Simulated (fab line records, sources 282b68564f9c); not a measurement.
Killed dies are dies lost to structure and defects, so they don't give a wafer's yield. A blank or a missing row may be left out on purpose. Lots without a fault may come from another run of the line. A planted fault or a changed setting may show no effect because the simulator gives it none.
Which tool did it? | flow rit_cmos | 6 lots, 18 wafers sampled, at 2 steps of a route of 202

WHAT THE GAUGES READ, wafer by wafer
RIT_M1_RS_MEAS_01: measures by four-point-probe.
lot  | measured    | on            | M1_AL_RS (ohm/sq)
L186 | day 3 12:01 | film_metro-03 | 0.0746 0.0739 0.0740
L188 | day 3 19:49 | film_metro-04 | 0.0738 0.0732 0.0733
L190 | day 4 11:08 | film_metro-03 | 0.0747 0.0742 0.0745
L199 | day 6 08:41 | film_metro-03 | 0.0756 0.0745 0.0749
L203 | day 7 03:01 | film_metro-02 | 0.0729 0.0728 0.0724
L206 | day 7 17:17 | film_metro-03 | 0.0733 0.0730 0.0736

WHICH TOOL RAN EACH LOT (tool, then ch and the chambers of the sampled wafers, then the start)
lot  | RIT_M1_SPUTTER_00
L186 | pvd_sputter-02, day 3 11:43
L188 | pvd_sputter-02, day 3 19:32
L190 | pvd_sputter-02, day 4 10:50
L199 | pvd_sputter-01, day 6 08:23
L203 | pvd_sputter-01, day 7 02:43
L206 | pvd_sputter-03, day 7 16:58
- RIT_M1_SPUTTER_00: material Al, target thk 400 nm, time 500 s.

THE ANSWER, worked out from the rows above alone
Rule: what is usual is taken from the lots themselves. Put in order of their means at a reading, lots are off if they are a third of the lots or fewer, leave a main group of 4 or more, and stand apart from it by a gap of 3 or more times the standard deviation of the main group's means; of several such gaps the widest counts. A main group whose means are all the same, to the digits that the tables above print for the reading, isn't used. A lot without any number at a reading at which 4 lots or more have one is off too. The other lots that the step has rows for count as sound.
No lot is off at any reading shown: from this, nothing can be told.

WHAT THE SIMULATOR HAD PUT IN
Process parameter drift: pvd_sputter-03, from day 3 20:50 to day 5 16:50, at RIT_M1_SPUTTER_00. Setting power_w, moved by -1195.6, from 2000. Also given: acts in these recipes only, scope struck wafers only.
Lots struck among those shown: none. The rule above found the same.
